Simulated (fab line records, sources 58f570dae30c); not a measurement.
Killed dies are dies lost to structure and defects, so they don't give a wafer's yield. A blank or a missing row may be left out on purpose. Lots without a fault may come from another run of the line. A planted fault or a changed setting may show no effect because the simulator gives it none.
A struck lot beside a sound one | flow berkeley_cmos170 | 16 steps out of a route of 331
Sound: wafers L797.3, L797.4, L797.5. Struck: wafers L790.2, L790.3, L790.6. The cause comes at the end.
At each step with rows: each side's tool, then ch and its chambers, then its first start. Under that, the readings that differ: sound wafers | struck wafers | difference of the means | sigmas: that difference in standard deviations of wafers without a fault.
alike: readings whose means differ by less than 2 such deviations, and words and numbers that are the same on both sides. not compared: withheld readings, readings that some wafer has no value for, bounds like >300 that may hide the same value, and numbers for which the record gives no deviation and whose values overlap.
The two part at a step that has a row with sigmas, a row that says differs or no value, or rows on one side only. Numbers that don't overlap but have no deviation are shown without sigmas and don't part them. A reading that every wafer of one side lacks parts them only if that side has two wafers or more.

first, 5 steps without rows for these wafers: UCB170_NLDD_COAT_01 (resist thk 900 nm); UCB170_NLDD_SOFTBAKE_02 (time 60 s); UCB170_NLDD_EXPOSE_03 (exposes mask NSELECT, target cd 1200 nm); UCB170_NLDD_PEB_04; UCB170_NLDD_DEVELOP_05 (develop time 45 s).
UCB170_NLDD_CD_MEAS_06: target cd 1200 nm.
  sound on cd_sem-02, day 9 02:58; struck on cd_sem-01, day 7 20:49
  alike: cd_nm
UCB170_NLDD_OVL_MEAS_07:
  sound on overlay-02, day 9 03:04; struck on overlay-01, day 7 20:56
  alike: NLDD_OVL
then, 2 steps without rows for these wafers: UCB170_NLDD_IMPLANT_08; UCB170_NLDD_IMPLANT_09.
UCB170_NLDD_STRIP_10: strips in O2.
  sound on plasma_asher-01 ch 0,1, day 9 03:25; struck on plasma_asher-02 ch 0,1, day 7 21:16
  alike: drypump_motor_current_A, o2_flow_sccm, oes_product_au, strip_time_to_endpoint_s
  not compared: rf_hours_counter_h
UCB170_NLDD_TW_MEAS_11:
  sound on film_metro-01, day 9 03:31; struck on film_metro-01, day 7 21:22
  alike: NLDD_TW
then, 1 step without rows for these wafers: UCB170_NLDD_CLEAN_12 (cleans in SPM, time 600 s).
UCB170_SPACER_CVD_00: deposits SiO2 from TEOS/O2, target thk 376 nm, time 47 s.
  sound on pecvd-03 ch 0,2, day 9 03:44; struck on pecvd-04 ch 0,1,2, day 7 21:35
  reading                                 | sound             | struck            | difference | sigmas
  heater_power_w (W)                      | 381 197 283       | 132 185 182       | -121       | -3
  rf_fwd_power_W (W)                      | 542.4 547.0 541.3 | 762.8 764.5 768.9 | +221.8     | +99 or more
  model.SiO2_of_SPACER_CVD_00.thk_nm (nm) | 376.2 376.8 379.2 | 417.7 421.8 425.6 | +44.3      |
  alike: susceptor_temp_C
UCB170_SPACER_THK_MEAS_01:
  sound on film_metro-02, day 9 03:48; struck on film_metro-01, day 7 21:57
  reading              | sound       | struck      | difference | sigmas
  SPACER_TEOS_THK (nm) | 376 377 379 | 418 422 426 | +45        | +9
  not compared: hold
UCB170_SPACER_ETCHBACK_03: etches SiO2 in CHF3/CF4/Ar, stops on Si, target depth 376 nm, time 100 s.
  sound on rie_diel-04 ch 1,3, day 9 09:26; struck on rie_diel-04 ch 1,3, day 8 01:59
  reading                  | sound             | struck            | difference | sigmas
  oes_product_au (a.u.)    | 0.881 0.914 0.895 | 0.958 1.001 1.008 | +0.092     | +5
  model.etch.depth_nm (nm) | 376.2 376.8 379.2 | 417.7 421.8 423.6 | +43.6      |
  alike: drypump_motor_current_A, throttle_valve_pct
  not compared: rf_hours_counter_h
then, 1 step without rows for these wafers: UCB170_PSD_HMDS_00 (prime time 60 s).

WHERE THEY PART
First at UCB170_SPACER_CVD_00; last, within this record, at UCB170_SPACER_ETCHBACK_03.

WHY: what the simulator had put in
Process parameter drift: pecvd-04, from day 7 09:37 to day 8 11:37, at UCB170_SPACER_CVD_00. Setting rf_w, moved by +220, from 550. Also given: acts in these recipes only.
